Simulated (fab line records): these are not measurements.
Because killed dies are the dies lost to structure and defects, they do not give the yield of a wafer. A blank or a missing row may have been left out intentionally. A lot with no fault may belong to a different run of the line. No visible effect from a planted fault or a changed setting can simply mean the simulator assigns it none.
One fault seen from 2 desks -- flow berkeley-cmos170 -- every desk sees just its own numbers, and what lay behind them comes last

AT THE METROLOGY DESK
What the gauges read, lot by lot, whatever tool the lot ran on: means of the sampled wafers that have a number. If a lot's mean is further than 4 standard deviations from the usual mean, the lot is out of limits and carries the mark OUT (the distance appears in the brackets).
Columns: A = cd-nm at UCB170_NLDD_CD_MEAS_06, usual 1200.5 nm; B = PSD_TW at UCB170_PSD_TW_MEAS_10, usual 2319; C = cd-nm at UCB170_CONTACT_CD_MEAS_15, usual 700.1 nm
lot,first seen here,A,B,C
L521,day 7 05:00,1201.8,2301,700.5
L522,day 7 05:41,1200.8,2361,696.4
L525,day 7 14:05,1197.9,2292,699.7
L523,day 7 14:58,1199.0,2291,699.9
L524,day 7 15:15,1200.7,2357,698.2
L526,day 8 11:59,1199.1,2285,700.7
L527,day 8 12:28,1199.9,2333,701.7
L530,day 8 21:55,1200.9,2312,699.8
L529,day 8 22:29,1201.8,2345,699.9
L531,day 9 22:34,1132.2 (-53) OUT,2334,699.8
L533,day 10 08:11,1139.6 (-47) OUT,2299,700.8
L541,day 11 13:50,1200.8,2316,698.5
L542,day 11 14:09,1201.0,2334,697.7
L538,day 11 14:36,1203.0,2335,701.8
This desk finds L531, L533 out of limits, L531 being first, at day 9 22:34 (cd-nm at UCB170_NLDD_CD_MEAS_06). L521, L522, L525, L523, L524, L526, L527, L530, L529, L541, L542, L538 stayed within limits.

AT THE TOOL OWNER'S DESK: litho-track-03
For each lot that ran on this tool, the mean over its sampled wafers that have a number, from the tool's own readings at UCB170_NLDD_PEB_04. If a lot's mean is further than 4 standard deviations from the usual mean, the lot is out of limits and carries the mark OUT (the distance appears in the brackets).
Columns: A = chill-plate-temp-C at UCB170_NLDD_PEB_04, usual 23.01 C; B = heater-power-total-W at UCB170_NLDD_PEB_04, usual 56.80 W
lot,first seen here,A,B
L526,day 8 11:43,23.17,56.83
L530,day 8 21:38,22.86,56.79
L529,day 8 22:13,22.93,56.79
L531,day 9 22:17,22.99,72.11 (+99 or more) OUT
L533,day 10 07:55,23.02,72.15 (+99 or more) OUT
This desk finds L531, L533 out of limits, L531 being first, at day 9 22:17 (heater-power-total-W at UCB170_NLDD_PEB_04). L526, L530, L529 stayed within limits.

PUT TOGETHER
An alarm could have come from the tool owner's desk at day 9 22:17, on L531, L533.
Metrology desk: alarm possible at day 9 22:34 on L531, L533.
Of the lots named, all ran UCB170_NLDD_PEB_04 on litho-track-03.

WHAT THE SIMULATOR PUT IN
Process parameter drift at UCB170_NLDD_PEB_04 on litho-track-03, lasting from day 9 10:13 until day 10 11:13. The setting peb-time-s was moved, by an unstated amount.
Struck lots among those shown: L531, L533.
Time in hours from fault onset to the first out-of-limits reading at each desk: tool owner's desk 12, metrology desk 12.
